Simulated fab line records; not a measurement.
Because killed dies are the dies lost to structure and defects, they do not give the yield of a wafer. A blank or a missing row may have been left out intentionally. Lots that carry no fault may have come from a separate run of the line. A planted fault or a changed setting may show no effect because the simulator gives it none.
fab line records	flow rit-cmos
record lots=6	wafers=18	last-day=7
route steps=202 shown NWELL@35 PWELL@39 WELLDRIVE@50 NRETRO@53 M1@202
lots untouched by any fault: they come from a run of this same line in which no faults occurred
start-h: the number of hours between the record's first day and the start of the first shown wafer of the lot	wait-h: hours since the lot's step before	" same as the row above	L1.1+2: a single row standing in for several wafers	- value missing, or start not given	* or withheld: withheld	< > ~ a bound
route shown NAME@n: names a module that has steps shown in the file, with the first one's number in the route	usual: mean and standard deviation over wafers with no fault	same: alike in all rows	chamber/n: place in a boat	sites: per-site readings	_std_site: how widely they spread, as a standard deviation	_edge_site: the outer-site mean with the inner-site mean subtracted	radius-mm: how far each site lies from the wafer's centre	mask NAME#n: copy n	behind: the most recent tool/chamber to have shaped the wafer	hold: reason for holding the lot/hours on hold/outcome of the hold	device: names the non-switching transistor (n, p or np)	end of line: the route-end tests of the same wafers	a step with no rows: only its recipe	killed: count of dies lost to structure and defects at first sort (not the wafer's yield)	map: per-die view of a wafer (x killed, . not killed, _ where there is no die)
set.NAME: the setting the step ran with; set.NAME@STEP: the setting that earlier step ran with	model.NAME: the simulator's own value behind a step, which no gauge read
lots at some steps of the route; a table a step, a row a wafer
services: a tool's chamber out of use, with start hour (start-h, from the record's first day; less than 0 if before it), hours out, and reason
## steps
# step RIT_NWELL_HARDBAKE_07
# recipe resist=NOVOLAK	temp-c=140	time-s=120
# step RIT_NWELL_IMPLANT_08
# recipe species=P	energy-kev=170	dose-cm2=5e+13	tilt-deg=7
# step RIT_NWELL_STRIP_09
# recipe chemistry=O2	time-s=180	resist=NOVOLAK	platen-temp-c=withheld	power-w=500	pressure-mtorr=4000	o2-flow-sccm=4000
# usual drypump-motor-current-A=5.6/0.44
# same time-s=180
lot.wafer	tool	chamber	start-h	wait-h	drypump-motor-current-A	rf-hours-counter-h
L639.2	plasma-asher-01	1	66.58	0.1	5.9	42
L639.4	"	1	"	"	5.8	-
L639.6	"	0	"	"	5.5	-
L643.2	plasma-asher-03	0	95.95	0.1	5.2	46
L643.3	"	1	"	"	6.1	-
L643.6	"	0	"	"	5.1	-
L648.1	plasma-asher-03	1	114.38	0.1	6.1	48
L648.5	"	1	"	"	6.1	-
L648.6	"	0	"	"	5.2	-
L651.1	plasma-asher-03	1	128.46	0.1	6.1	50
L651.2	"	0	"	"	5.1	50
L651.6	"	1	"	"	6.1	-
L652.1	plasma-asher-02	0	132.40	0.1	6.2	33
L652.2	"	1	"	"	5.1	33
L652.3	"	0	"	"	6.1	-
L653.1	plasma-asher-02	1	136.14	0.1	5.1	34
L653.3	"	0	"	"	6.1	-
L653.4	"	1	"	"	5.1	-
# step RIT_NWELL_TW_MEAS_10
# usual NWELL_TW=2150/9.1
lot.wafer	tool	chamber	start-h	wait-h	NWELL_TW
L639.2	film-metro-02	-	66.76	0.1	2153
L639.4	"	-	"	"	2155
L639.6	"	-	"	"	2155
L643.2	film-metro-03	-	96.13	0.1	2150
L643.3	"	-	"	"	2151
L643.6	"	-	"	"	2143
L648.1	film-metro-02	-	114.55	0.1	2150
L648.5	"	-	"	"	2144
L648.6	"	-	"	"	2154
L651.1	film-metro-02	-	128.63	0.1	2157
L651.2	"	-	"	"	2146
L651.6	"	-	"	"	2157
L652.1	film-metro-02	-	132.57	0.1	2151
L652.2	"	-	"	"	2158
L652.3	"	-	"	"	2163
L653.1	film-metro-01	-	136.32	0.1	2157
L653.3	"	-	"	"	2161
L653.4	"	-	"	"	2158
# step RIT_PWELL_HMDS_00
# recipe prime-time-s=60	prime-temp-c=140
# step RIT_PWELL_COAT_01
# recipe resist=NOVOLAK	spin-rpm=2000	resist-thk-nm=1300
# step RIT_PWELL_SOFTBAKE_02
# recipe resist=NOVOLAK	temp-c=90	time-s=60
# step RIT_PWELL_EXPOSE_03
# recipe mask-id=M3	na=0.57	target-cd-nm=43700	dose-mj=250
# step RIT_PWELL_PEB_04
# recipe resist=NOVOLAK	temp-c=withheld	time-s=withheld
# step RIT_PWELL_DEVELOP_05
# recipe resist=NOVOLAK	develop-time-s=68	dev-temp-c=23
# step RIT_PWELL_OVL_MEAS_06
# usual PWELL_OVL=0.0/1.2
lot.wafer	tool	chamber	start-h	wait-h	PWELL_OVL[nm]
L639.2	overlay-02	-	67.82	-	-0.3
L639.4	"	-	"	"	-0.4
L639.6	"	-	"	"	-2.4
L643.2	overlay-02	-	97.19	-	1.3
L643.3	"	-	"	"	1.5
L643.6	"	-	"	"	0.4
L648.1	overlay-01	-	115.62	-	-0.4
L648.5	"	-	"	"	-1.4
L648.6	"	-	"	"	-1.2
L651.1	overlay-01	-	129.58	-	0.8
L651.2	"	-	"	"	-0.9
L651.6	"	-	"	"	1.5
L652.1	overlay-02	-	133.64	-	-0.5
L652.2	"	-	"	"	-0.1
L652.3	"	-	"	"	0.7
L653.1	overlay-01	-	137.48	-	-0.3
L653.3	"	-	"	"	-0.6
L653.4	"	-	"	"	-1.3
# step RIT_PWELL_HARDBAKE_07
# recipe resist=NOVOLAK	temp-c=140	time-s=120
# step RIT_PWELL_IMPLANT_08
# recipe species=B	energy-kev=170	dose-cm2=7e+13	tilt-deg=7
# usual dose-ions-cm2=7e+13/7e+10	faraday-current-uA=222/4.8
lot.wafer	tool	chamber	start-h	wait-h	dose-ions-cm2	faraday-current-uA
L639.2	implanter-02	0	68.13	0.2	7.003e+13	220
L639.4	"	0	"	"	7.001e+13	219
L639.6	"	0	"	"	6.998e+13	230
L643.2	implanter-03	0	97.50	0.2	6.995e+13	209
L643.3	"	0	"	"	7e+13	232
L643.6	"	0	"	"	7.003e+13	217
L648.1	implanter-03	0	115.90	0.2	9.099e+13	295
L648.5	"	0	"	"	9.09e+13	285
L648.6	"	0	"	"	9.092e+13	291
L651.1	implanter-04	0	129.86	0.2	6.992e+13	221
L651.2	"	0	"	"	7.004e+13	228
L651.6	"	0	"	"	7.003e+13	233
L652.1	implanter-03	0	133.92	0.2	9.107e+13	287
L652.2	"	0	"	"	9.09e+13	291
L652.3	"	0	"	"	9.087e+13	281
L653.1	implanter-02	0	137.77	0.2	6.999e+13	228
L653.3	"	0	"	"	6.991e+13	220
L653.4	"	0	"	"	6.998e+13	222
# step RIT_PWELL_STRIP_09
# recipe chemistry=O2	time-s=180	resist=NOVOLAK	platen-temp-c=withheld	power-w=500	pressure-mtorr=4000	o2-flow-sccm=4000
# usual drypump-motor-current-A=5.8/0.31
# same time-s=180
lot.wafer	tool	chamber	start-h	wait-h	drypump-motor-current-A	rf-hours-counter-h
L639.2	plasma-asher-01	0	68.25	0.1	5.6	42
L639.4	"	0	"	"	5.6	-
L639.6	"	0	"	"	5.6	-
L643.2	plasma-asher-04	0	97.62	0.1	5.9	46
L643.3	"	1	"	"	6.3	-
L643.6	"	1	"	"	6.2	-
L648.1	plasma-asher-03	0	116.05	0.1	5.1	48
L648.5	"	1	"	"	6.1	-
L648.6	"	0	"	"	5.1	-
L651.1	plasma-asher-01	1	130.01	0.1	5.9	49
L651.2	"	0	"	"	5.6	49
L651.6	"	0	"	"	5.6	-
L652.1	plasma-asher-01	1	134.07	0.1	5.9	49
L652.2	"	0	"	"	5.6	49
L652.3	"	1	"	"	5.9	-
L653.1	plasma-asher-01	1	137.92	0.1	5.9	50
L653.3	"	1	"	"	5.9	-
L653.4	"	0	"	"	5.5	-
# step RIT_PWELL_TW_MEAS_10
# usual PWELL_TW=954/4.5
lot.wafer	tool	chamber	start-h	wait-h	PWELL_TW
L639.2	film-metro-03	-	68.44	0.1	953
L639.4	"	-	"	"	949
L639.6	"	-	"	"	946
L643.2	film-metro-03	-	97.81	0.1	952
L643.3	"	-	"	"	958
L643.6	"	-	"	"	952
L648.1	film-metro-02	-	116.23	0.1	1043
L648.5	"	-	"	"	1034
L648.6	"	-	"	"	1035
L651.1	film-metro-02	-	130.20	0.1	955
L651.2	"	-	"	"	953
L651.6	"	-	"	"	954
L652.1	film-metro-01	-	134.25	0.1	1042
L652.2	"	-	"	"	1037
L652.3	"	-	"	"	1036
L653.1	film-metro-02	-	138.09	0.1	961
L653.3	"	-	"	"	960
L653.4	"	-	"	"	956
# step RIT_WELLDRIVE_ANNEAL_00
# recipe temp-c=1100	time-s=14700	ambient=N2
# step RIT_WELLDRIVE_RS_MEAS_01
# recipe thk-meas-gauge=four-point-probe
# usual NWELL_RS=275.6/0.73
lot.wafer	tool	chamber	start-h	wait-h	NWELL_RS[ohm/sq]
L639.2	film-metro-03	-	74.58	0.0	275.8
L639.4	"	-	"	"	275.0
L639.6	"	-	"	"	275.7
L643.2	film-metro-01	-	102.96	0.0	275.8
L643.3	"	-	"	"	275.7
L643.6	"	-	"	"	276.2
L648.1	film-metro-01	-	122.33	0.0	275.4
L648.5	"	-	"	"	276.2
L648.6	"	-	"	"	275.4
L651.1	film-metro-02	-	135.35	0.0	275.6
L651.2	"	-	"	"	275.9
L651.6	"	-	"	"	276.1
L652.1	film-metro-01	-	139.39	0.0	274.6
L652.2	"	-	"	"	274.4
L652.3	"	-	"	"	274.5
L653.1	film-metro-02	-	143.23	0.0	275.8
L653.3	"	-	"	"	275.2
L653.4	"	-	"	"	275.5
# step RIT_WELLDRIVE_RS_MEAS_02
# recipe thk-meas-gauge=four-point-probe
# usual PWELL_RS=429.7/1
lot.wafer	tool	chamber	start-h	wait-h	PWELL_RS[ohm/sq]
L639.2	film-metro-03	-	74.70	0.1	430.2
L639.4	"	-	"	"	429.9
L639.6	"	-	"	"	428.9
L643.2	film-metro-01	-	103.08	0.1	430.8
L643.3	"	-	"	"	430.5
L643.6	"	-	"	"	431.4
L648.1	film-metro-01	-	122.45	0.1	363.4
L648.5	"	-	"	"	364.6
L648.6	"	-	"	"	365.0
L651.1	film-metro-02	-	135.47	0.1	428.3
L651.2	"	-	"	"	429.0
L651.6	"	-	"	"	429.7
L652.1	film-metro-01	-	139.51	0.1	365.6
L652.2	"	-	"	"	366.1
L652.3	"	-	"	"	366.2
L653.1	film-metro-02	-	143.35	0.1	430.4
L653.3	"	-	"	"	430.6
L653.4	"	-	"	"	429.1
# step RIT_NRETRO_HMDS_00
# recipe prime-time-s=60	prime-temp-c=140
# step RIT_M1_PROBE_99
# usual killed-at-contacts=0.1/0.23	killed-at-front-end=7/3	killed-dies=7/3.1	killed-open=3.3/2.1	killed-short=3.3/2
# same gross-dies=264	killed_at_M0_to_M3=0	killed_at_M4_up=0	killed-at-back-side=0	killed-at-other=0
lot.wafer	tool	chamber	start-h	wait-h	killed-at-contacts	killed-at-front-end	killed-dies	killed-open	killed-short	model.etest.nmos_0p3.r-on-ohm-um	model.etest.nmos_0p15.r-on-ohm-um	model.etest.pwell-pinched.rs-ohm-sq	model.etest.pwell.rs-ohm-sq	model.etest.nmos-turned.drive-ua-um	model.etest.nmos_0p15.drive-ua-um	model.etest.nmos-narrow.drive-ua-um	model.etest.nmos_0p3.drive-ua-um
L639.2	prober-01	-	107.93	0.1	0	7	7	5	2	2157	1156	472.7	417.3	341.3	474.9	231.8	229.9
L639.4	prober-01	-	108.03	0.2	0	7	7	1	6	2155	1128	468.5	413.3	349.5	487.8	236.4	233.4
L639.6	prober-01	-	108.13	0.2	0	8	8	4	4	2148	1150	473.4	418.4	347.9	481.3	236.5	232.9
L643.2	prober-01	-	134.02	0.1	0	5	5	3	2	2125	1106	455.9	417.3	324.4	463.8	222.3	224.6
L643.3	prober-01	-	134.07	0.2	0	9	9	2	7	2177	1148	464.4	415.6	320.2	459.7	217.1	224.3
L643.6	prober-01	-	134.22	0.2	0	6	6	5	1	2168	1149	460.3	415.5	324.2	461	223.6	224.8
L648.1	prober-02	-	152.82	0.1	0	6	6	3	3	2412	1227	390.2	348.8	262.1	403	184.8	184.5
L648.5	prober-02	-	153.02	0.2	0	7	7	4	3	2440	1213	386.1	347.9	256.3	401.1	183.6	180.9
L648.6	prober-02	-	153.07	0.2	0	4	4	3	1	2400	1185	385.6	348.6	273.4	412.3	186.8	185.2
L651.1	prober-01	-	165.05	0.1	0	5	5	2	3	2156	1109	451.8	412	338.3	478.8	221.4	223.7
L651.2	prober-01	-	165.10	0.1	0	4	4	2	2	2111	1090	452.2	416.2	338.3	477.7	222.2	223.4
L651.6	prober-01	-	165.30	0.2	0	6	6	4	2	2149	1112	449.9	409.7	345	477	225.6	228.7
L652.1	prober-02	-	169.81	0.1	1	11	12	9	3	2352	1183	384	348.2	273.3	415.3	192.7	189.2
L652.2	prober-02	-	169.86	0.1	0	8	8	2	6	2350	1190	382.1	348.3	273.2	417.5	187.6	188.6
L652.3	prober-02	-	169.91	0.2	1	12	13	9	4	2392	1203	386.2	347.6	275.2	415.2	188.8	185.9
L653.1	prober-01	-	172.94	0.1	0	5	5	1	4	2145	1103	460.5	421.3	331.7	471.4	225.1	224.7
L653.3	prober-01	-	173.04	0.2	0	7	7	4	3	2127	1117	470.4	420.1	342.5	485.4	231.5	230
L653.4	prober-01	-	173.09	0.2	0	8	8	5	3	2158	1113	453.6	415.8	332.2	469.1	226.1	223.5
# killed by level:class
L639.2 FOX1:geometric-particle:open=2 SPACER:geometric-particle:open=2 FOX1:geometric-particle:short=1 GATE:geometric-particle:open=1 SPACER:geometric-particle:short=1
L639.4 FOX1:geometric-particle:short=3 SPACER:geometric-particle:short=2 REOX:geometric-particle:open=1 SILICIDE:geometric-particle:short=1
L639.6 GATE:geometric-particle:open=3 FOX1:geometric-particle:short=1 FOX1:geometric-particle:open=1 FOX2:geometric-particle:short=1 SPACER:geometric-particle:short=1 SILICIDE:geometric-particle:short=1
L643.2 FOX1:geometric-particle:short=1 FOX2:geometric-particle:open=1 GATE:geometric-particle:short=1 GATE:geometric-particle:open=1 SPACER:geometric-particle:open=1
L643.3 GATE:geometric-particle:short=3 FOX2:geometric-particle:short=2 REOX:geometric-particle:open=2 FOX1:geometric-particle:short=1 SILICIDE:geometric-particle:short=1
L643.6 REOX:geometric-particle:open=3 FOX1:geometric-particle:open=1 FOX2:geometric-particle:short=1 FOX2:geometric-particle:open=1
L648.1 SILICIDE:geometric-particle:short=2 SILICIDE:geometric-particle:open=2 GATE:geometric-particle:short=1 REOX:geometric-particle:open=1
L648.5 GATE:geometric-particle:open=2 SILICIDE:geometric-particle:open=2 GATE:geometric-particle:short=1 REOX:geometric-particle:short=1 SILICIDE:geometric-particle:short=1
L648.6 SPACER:geometric-particle:open=2 SILICIDE:geometric-particle:open=1 SILICIDE:geometric-particle:short=1
L651.1 FOX1:geometric-particle:open=2 SPACER:geometric-particle:short=2 SILICIDE:geometric-particle:short=1
L651.2 FOX1:geometric-particle:open=1 FOX1:geometric-particle:short=1 GATE:geometric-particle:open=1 SPACER:geometric-particle:short=1
L651.6 FOX1:geometric-particle:open=3 SILICIDE:geometric-particle:short=2 SILICIDE:geometric-particle:open=1
L652.1 GATE:geometric-particle:open=7 REOX:geometric-particle:short=2 GATE:geometric-particle:short=1 REOX:geometric-particle:open=1 CONTACT:geometric-particle:open=1
L652.2 GATE:geometric-particle:short=3 SPACER:geometric-particle:open=2 FOX2:geometric-particle:short=1 REOX:geometric-particle:short=1 SPACER:geometric-particle:short=1
L652.3 REOX:geometric-particle:open=3 SILICIDE:geometric-particle:open=3 REOX:geometric-particle:short=2 SPACER:geometric-particle:open=2 GATE:geometric-particle:short=1 SPACER:geometric-particle:short=1 CONTACT:geometric-particle:open=1
L653.1 SILICIDE:geometric-particle:short=2 FOX1:geometric-particle:short=1 REOX:geometric-particle:open=1 SPACER:geometric-particle:short=1
L653.3 FOX1:geometric-particle:open=2 FOX1:geometric-particle:short=1 FOX2:geometric-particle:open=1 GATE:geometric-particle:short=1 REOX:geometric-particle:open=1 SPACER:geometric-particle:short=1
L653.4 GATE:geometric-particle:open=2 SPACER:geometric-particle:short=2 SILICIDE:geometric-particle:open=2 GATE:geometric-particle:short=1 REOX:geometric-particle:open=1
## services
tool	chamber	start-h	hours	kind
plasma-asher-04	-	71.89	1.8	repair
plasma-asher-03	-	86.78	4.0	pm
implanter-04	-	90.73	4.1	pm
implanter-04	-	96.55	3.2	repair
plasma-asher-04	-	108.75	9.0	pm
plasma-asher-04	0	108.75	9.0	vent-cycle
plasma-asher-04	1	108.75	9.0	vent-cycle
plasma-asher-04	0	117.75	-	clean
plasma-asher-04	1	117.75	-	clean
implanter-03	-	120.14	0.5	repair
plasma-asher-04	-	126.51	5.2	repair
## key
first-sign step=RIT_PWELL_IMPLANT_08	reading=dose-ions-cm2	direction=up	sigmas=99+	usual=7e+13	struck=9.094e+13
effect step=RIT_PWELL_IMPLANT_08	reading=faraday-current-uA	direction=up	sigmas=14	usual=222	struck=288
effect step=RIT_PWELL_TW_MEAS_10	reading=PWELL_TW	direction=up	sigmas=19	usual=954	struck=1038
effect step=RIT_WELLDRIVE_RS_MEAS_02	reading=PWELL_RS	direction=down	sigmas=62	usual=429.7	struck=365.2
model-effect step=RIT_M1_PROBE_99	value=etest.nmos_0p3.r-on-ohm-um	without=2168	struck=2391
met-at RIT_PWELL_IMPLANT_08
struck-wafers L648.1,L648.5,L648.6,L652.1,L652.2,L652.3
tester-left-out L648,L652
onset-between 97.50 115.90
fault kind=process-parameter-drift	tool=implanter-03	chamber=-	onset-h=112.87	steps=RIT_PWELL_IMPLANT_08	channel=dose-cm2	offset=2.1e+13	shape=step	end-h=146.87	acts-in=these-recipes-only	stated=7e+13
# tester-left-out: of these lots the tester's yield and bins aren't shown, on N5 and GAA mostly nor the transistor test; their killed dies are dies lost to structure and defects alone, not to doping, threshold or leakage, so they don't give the yield
